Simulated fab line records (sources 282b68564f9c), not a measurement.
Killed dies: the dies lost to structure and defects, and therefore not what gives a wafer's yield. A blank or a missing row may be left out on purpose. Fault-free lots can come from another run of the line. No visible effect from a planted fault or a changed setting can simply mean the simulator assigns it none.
fab line records + flow rit_cmos
[record]
- lots = 14
- wafers = 42
- last_day = 7
route steps=202 shown PSD@146
lots that met no fault: from a run of the same line without faults
start_h: the number of hours between the record's first day and the start of the first shown wafer of the lot + wait_h: how many hours have passed since the lot's step before this one + " repeats the value in the row above + L1.1+2: a row that stands for several wafers + - no value, or no start was given + * or withheld: withheld + < > ~ a bound
route shown NAME@n: names a module that has steps shown in the file, with the first one's number in the route + usual: mean/standard deviation taken from wafers without a fault + same: alike in all rows + chamber/n: place in a boat + sites: the reading at each site + _std_site: standard deviation of those values + _edge_site: the outer-site mean with the inner-site mean subtracted + radius_mm: how far each site lies from the wafer's centre + mask NAME#n: copy n + behind: the last tool/chamber to shape the wafer + hold: cause of the lot's hold/its duration in hours/its outcome + device: the n, p or np transistor that did not switch + end of line: at the end of the route, the tests of the same wafers + step lacking rows: just its recipe + killed: not the wafer's yield, but the dies lost to structure and defects at the first sort + map: per-die view of a wafer (x killed, . not killed, _ where there is no die)
set.NAME: the setting as run; set.NAME@STEP: as run at that earlier step + model.NAME: the simulator's own value behind a step, which no gauge read
one table for each step of the route and one row for each wafer, over a sample of lots
[[steps]]
[step RIT_PSD_PEB_04]
[recipe]
- resist = NOVOLAK
- temp_c = withheld
- time_s = withheld
[usual]
- chill_plate_temp_C = *
- exhaust_pa = 45.2/0.88
| lot.wafer | tool           | chamber | start_h | wait_h | chill_plate_temp_C | exhaust_pa |
|-----------|----------------|---------|---------|--------|--------------------|------------|
| L210.3    | litho_track-02 | 0       | 53.99   | 0.1    | *                  | 43.6       |
| L210.5    | "              | 0       | "       | "      | *                  | 44.3       |
| L210.6    | "              | 0       | "       | "      | *                  | 45.6       |
| L211.1    | litho_track-02 | 0       | 57.77   | 0.1    | *                  | 45.9       |
| L211.4    | "              | 0       | "       | "      | *                  | 44.6       |
| L211.6    | "              | 0       | "       | "      | *                  | 44.1       |
| L212.1    | litho_track-04 | 0       | 63.15   | 0.1    | *                  | 45.1       |
| L212.5    | "              | 0       | "       | "      | *                  | 44.6       |
| L212.6    | "              | 0       | "       | "      | *                  | 43.9       |
| L213.4    | litho_track-03 | 0       | 67.44   | 0.1    | *                  | 43.9       |
| L213.5    | "              | 0       | "       | "      | *                  | 44.8       |
| L213.6    | "              | 0       | "       | "      | *                  | 46.4       |
| L216.1    | litho_track-02 | 0       | 82.77   | 0.1    | *                  | 44.9       |
| L216.2    | "              | 0       | "       | "      | *                  | 44.7       |
| L216.4    | "              | 0       | "       | "      | *                  | 44.6       |
| L217.2    | litho_track-03 | 0       | 87.70   | 0.1    | *                  | 45.1       |
| L217.4    | "              | 0       | "       | "      | *                  | 44.7       |
| L217.6    | "              | 0       | "       | "      | *                  | 45.7       |
| L218.1    | litho_track-04 | 0       | 93.94   | 0.1    | *                  | 44.8       |
| L218.4    | "              | 0       | "       | "      | *                  | 44.4       |
| L218.6    | "              | 0       | "       | "      | *                  | 44.0       |
| L224.3    | litho_track-04 | -       | 122.73  | 0.1    | -                  | -          |
| L224.4    | "              | -       | "       | "      | -                  | -          |
| L224.5    | "              | -       | "       | "      | -                  | -          |
| L225.1    | litho_track-02 | -       | 128.72  | 0.1    | -                  | -          |
| L225.4    | "              | -       | "       | "      | -                  | -          |
| L225.6    | "              | -       | "       | "      | -                  | -          |
| L228.3    | litho_track-04 | 0       | 142.63  | 0.1    | *                  | 45.5       |
| L228.5    | "              | 0       | "       | "      | *                  | 44.7       |
| L228.6    | "              | 0       | "       | "      | *                  | 44.7       |
| L229.1    | litho_track-02 | 0       | 148.03  | 0.1    | *                  | 44.0       |
| L229.2    | "              | 0       | "       | "      | *                  | 44.4       |
| L229.6    | "              | 0       | "       | "      | *                  | 45.0       |
| L230.1    | litho_track-02 | 0       | 153.74  | 0.1    | *                  | 45.9       |
| L230.3    | "              | 0       | "       | "      | *                  | 45.6       |
| L230.6    | "              | 0       | "       | "      | *                  | 45.1       |
| L231.1    | litho_track-02 | 0       | 160.11  | 0.1    | *                  | 46.3       |
| L231.4    | "              | 0       | "       | "      | *                  | 45.3       |
| L231.6    | "              | 0       | "       | "      | *                  | 46.2       |
| L232.3    | litho_track-02 | 0       | 168.13  | 0.1    | *                  | 44.8       |
| L232.4    | "              | 0       | "       | "      | *                  | 44.1       |
| L232.6    | "              | 0       | "       | "      | *                  | 45.8       |
[[key]]
[first_sign]
- step = RIT_PSD_PEB_04
- reading = tool_record
- direction = missing
effect none on later readings
met_at RIT_PSD_PEB_04
struck_lots L224,L225
sort_left_out L224.3,L224.4,L224.5,L225.1,L225.4,L225.6
tester_left_out L224,L225
onset_between 93.94 122.73
[fault]
- kind = skipped_step_whole
- tool = litho_track-02,litho_track-03,litho_track-04
- chamber = -
- onset_h = 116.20
- steps = RIT_PSD_PEB_04
- scope = struck_lots_only
// tester_left_out: of these lots the tester's yield and bins aren't shown, on N5 and GAA mostly nor the transistor test; their killed dies are dies lost to structure and defects alone, not to doping, threshold or leakage, so they don't give the yield
// sort_left_out: the simulated sort isn't trusted on such a fault, so these wafers' sort isn't shown, and their yield isn't known
